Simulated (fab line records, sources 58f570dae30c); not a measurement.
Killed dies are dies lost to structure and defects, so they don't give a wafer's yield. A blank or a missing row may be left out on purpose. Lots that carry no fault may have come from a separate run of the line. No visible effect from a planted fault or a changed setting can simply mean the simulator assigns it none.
Which tool did it? || flow berkeley cmos170 || 7 lots, 21 wafers sampled, at 4 steps of a route of 331

== WHAT THE GAUGES SHOWED, per wafer ==
UCB170_V2_OVL_MEAS_13.
{"lot": "L135", "measured": "day 9 18:25", "on": "overlay-01", "V2_OVL (nm)": "-6 -7 5"}
{"lot": "L139", "measured": "day 10 14:11", "on": "overlay-02", "V2_OVL (nm)": "5 4 4"}
{"lot": "L147", "measured": "day 12 03:04", "on": "overlay-02", "V2_OVL (nm)": "-1 0 2"}
{"lot": "L144", "measured": "day 12 01:07", "on": "overlay-02", "V2_OVL (nm)": "0 -5 -7"}
{"lot": "L149", "measured": "day 12 15:39", "on": "overlay-01", "V2_OVL (nm)": "0 5 8"}
{"lot": "L151", "measured": "day 12 21:34", "on": "overlay-02", "V2_OVL (nm)": "3 9 7"}
{"lot": "L152", "measured": "day 13 00:37", "on": "overlay-01", "V2_OVL (nm)": "1 3 -4"}

== EACH LOT AND THE TOOL THAT RAN IT (in order: tool; ch and the chambers of the sampled wafers; start) ==
{"lot": "L135", "UCB170_PWELL_CLEAN_18": "wet bench-04 ch 1, day 4 01:40", "UCB170_M1_STRIP_13": "plasma asher-03 ch 0,1, day 9 04:17", "UCB170_M2_STRIP_07": "plasma asher-01 ch 0,1, day 9 10:42"}
{"lot": "L139", "UCB170_PWELL_CLEAN_18": "wet bench-02 ch 1, day 5 03:23", "UCB170_M1_STRIP_13": "plasma asher-03 ch 0,1, day 10 05:01", "UCB170_M2_STRIP_07": "plasma asher-01 ch 0,1, day 10 09:53"}
{"lot": "L147", "UCB170_PWELL_CLEAN_18": "wet bench-04 ch 0, day 6 16:01", "UCB170_M1_STRIP_13": "plasma asher-01 ch 0,1, day 11 17:38", "UCB170_M2_STRIP_07": "plasma asher-01 ch 0,1, day 11 23:31"}
{"lot": "L144", "UCB170_PWELL_CLEAN_18": "wet bench-02 ch 3, day 6 16:19", "UCB170_M1_STRIP_13": "plasma asher-03 ch 0,1, day 11 16:02", "UCB170_M2_STRIP_07": "plasma asher-01 ch 0,1, day 11 21:19"}
{"lot": "L149", "UCB170_PWELL_CLEAN_18": "wet bench-04 ch 1, day 6 23:37", "UCB170_M1_STRIP_13": "plasma asher-04 ch 0,1, day 12 01:00", "UCB170_M2_STRIP_07": "plasma asher-01 ch 0,1, day 12 09:45"}
{"lot": "L151", "UCB170_PWELL_CLEAN_18": "wet bench-04 ch 1, day 7 19:37", "UCB170_M1_STRIP_13": "plasma asher-03 ch 0,1, day 12 11:58", "UCB170_M2_STRIP_07": "plasma asher-03 ch 0,1, day 12 17:06"}
{"lot": "L152", "UCB170_PWELL_CLEAN_18": "wet bench-03 ch 1, day 7 19:58", "UCB170_M1_STRIP_13": "plasma asher-04 ch 0,1, day 12 12:15", "UCB170_M2_STRIP_07": "plasma asher-03 ch 0,1, day 12 20:37"}
- UCB170_PWELL_CLEAN_18: cleans in SPM, time 600 s.
- UCB170_M1_STRIP_13: strips in O2.
- UCB170_M2_STRIP_07: strips in O2.

== THE ANSWER, worked out from the rows above alone ==
Rule: the lots themselves supply what counts as usual. The widest of any qualifying gaps counts: lots, ordered by their means at a reading, are off when they make up no more than a third of the lots, leave a main group of 4 or more, and stand apart from it by 3 or more times the standard deviation of that group's means. A main group whose means are all the same, to the digits that the tables above print for the reading, isn't used. A lot without any number at a reading at which 4 lots or more have one is off too. Any other lot the step has rows for is counted as sound.
No lot is off at any reading shown: from this, nothing can be told.

== WHAT WAS PUT IN BY THE SIMULATOR ==
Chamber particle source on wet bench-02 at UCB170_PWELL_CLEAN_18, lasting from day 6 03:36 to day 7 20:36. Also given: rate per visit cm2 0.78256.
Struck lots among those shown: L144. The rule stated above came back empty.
